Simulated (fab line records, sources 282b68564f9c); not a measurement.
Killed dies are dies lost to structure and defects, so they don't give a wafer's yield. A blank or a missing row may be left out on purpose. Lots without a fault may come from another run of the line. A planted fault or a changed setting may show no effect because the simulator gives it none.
Split-lot experiment | flow rit_cmos | 5 lots, 23 wafers read, on a route of 202 steps

THE SPLIT
At RIT_NSD_IMPLANT_08, the setting energy_kev was moved away from the recipe's 25 on 8 of the 23 wafers read, by -1.6% to +4.1%. The other wafers ran this setting at the recipe's value.

The reading is taken at the split's own step.

THE READING
implant.drp_nm (the simulator's own value, which no gauge read), in nm, at RIT_NSD_IMPLANT_08. The file gives no usual value for it.

wafer  | tool, chamber at the split | energy_kev as run | against the recipe | implant.drp_nm, nm | against lot-mates on the recipe
L074.1 | implanter-03, 0            | 25                | recipe             | 14.84              | -
L074.2 | implanter-03, 0            | 25                | recipe             | 14.84              | -
L074.4 | implanter-03, 0            | 25                | recipe             | 14.84              | -
L074.5 | implanter-03, 0            | 25                | recipe             | 14.84              | -
L074.6 | implanter-03, 0            | 25                | recipe             | 14.84              | -
L076.2 | implanter-04, 0            | 25                | recipe             | 14.84              | -
L076.3 | implanter-04, 0            | 25                | recipe             | 14.84              | -
L076.5 | implanter-04, 0            | 25                | recipe             | 14.84              | -
L078.1 | implanter-03, 0            | 25                | recipe             | 14.84              | -
L078.3 | implanter-03, 0            | 25                | recipe             | 14.84              | -
L078.6 | implanter-03, 0            | 25                | recipe             | 14.84              | -
L078.2 | implanter-03, 0            | 25.71             | +2.8%              | 15.09              | +0.25
L078.4 | implanter-03, 0            | 25.71             | +2.8%              | 15.09              | +0.25
L080.1 | implanter-02, 0            | 26.02             | +4.1%              | 15.2               | +0.36
L080.3 | implanter-02, 0            | 26.02             | +4.1%              | 15.2               | +0.36
L080.6 | implanter-02, 0            | 26.02             | +4.1%              | 15.2               | +0.36
L080.4 | implanter-02, 0            | 25                | recipe             | 14.84              | -
L080.5 | implanter-02, 0            | 25                | recipe             | 14.84              | -
L083.1 | implanter-03, 0            | 25                | recipe             | 14.84              | -
L083.5 | implanter-03, 0            | 25                | recipe             | 14.84              | -
L083.3 | implanter-03, 0            | 24.59             | -1.6%              | 14.69              | -0.15
L083.4 | implanter-03, 0            | 24.59             | -1.6%              | 14.69              | -0.15
L083.6 | implanter-03, 0            | 24.59             | -1.6%              | 14.69              | -0.15

THE FIT
A straight line over all 23 wafers: implant.drp_nm changes by +0.0887 nm for each +1% of energy_kev; r = +1.00; the points scatter about the line by 0.0016 nm.
The same after taking each lot's own level away (the mean of its wafers on the recipe; 23 wafers): +0.0887 nm for each +1%; r = +1.00; scatter 0.0016 nm.
On that fit, the largest move of energy_kev shifts the reading by 0.36 nm.
The lots' own levels span 14.840 to 14.840 nm.
So the lot-to-lot level changes the slope little: the two slopes agree.
Check: with one of the wafers moved furthest among these (+4.1%) left out of the fit, the line predicts +0.361 nm for it against its lot-mates. It came out at +0.36 nm against them.

OTHER SPLITS ON THESE WAFERS
These wafers also went through other splits before the reading. Each is held against what the fit with the lots' levels taken away leaves over:
other split on the same wafers | wafers away from the commonest value | r with implant.drp_nm (lot level and that fit taken away)
RIT_ACTIVE_OXIDATION_01 temp_c | 18                                   | +0.03
RIT_FOX2_WET_ETCH_03 time_s    | 15                                   | -0.06
RIT_PRETRO_COAT_01 spin_rpm    | 7                                    | -0.15
RIT_GATE_CVD_08 time_s         | 15                                   | -0.08
RIT_GATE_ETCH_19 rf_w          | 7                                    | -0.06
RIT_NLDD_IMPLANT_08 dose_cm2   | 10                                   | -0.04
RIT_PLDD_SOFTBAKE_02 temp_c    | 8                                    | -0.02
RIT_PLDD_IMPLANT_08 dose_cm2   | 9                                    | -0.08
RIT_NSD_COAT_01 resist_thk_nm  | 11                                   | -0.41

THE FILE'S OWN FIT
implant.drp_nm changes by +0.089 nm for each +1% of energy_kev, r = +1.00.
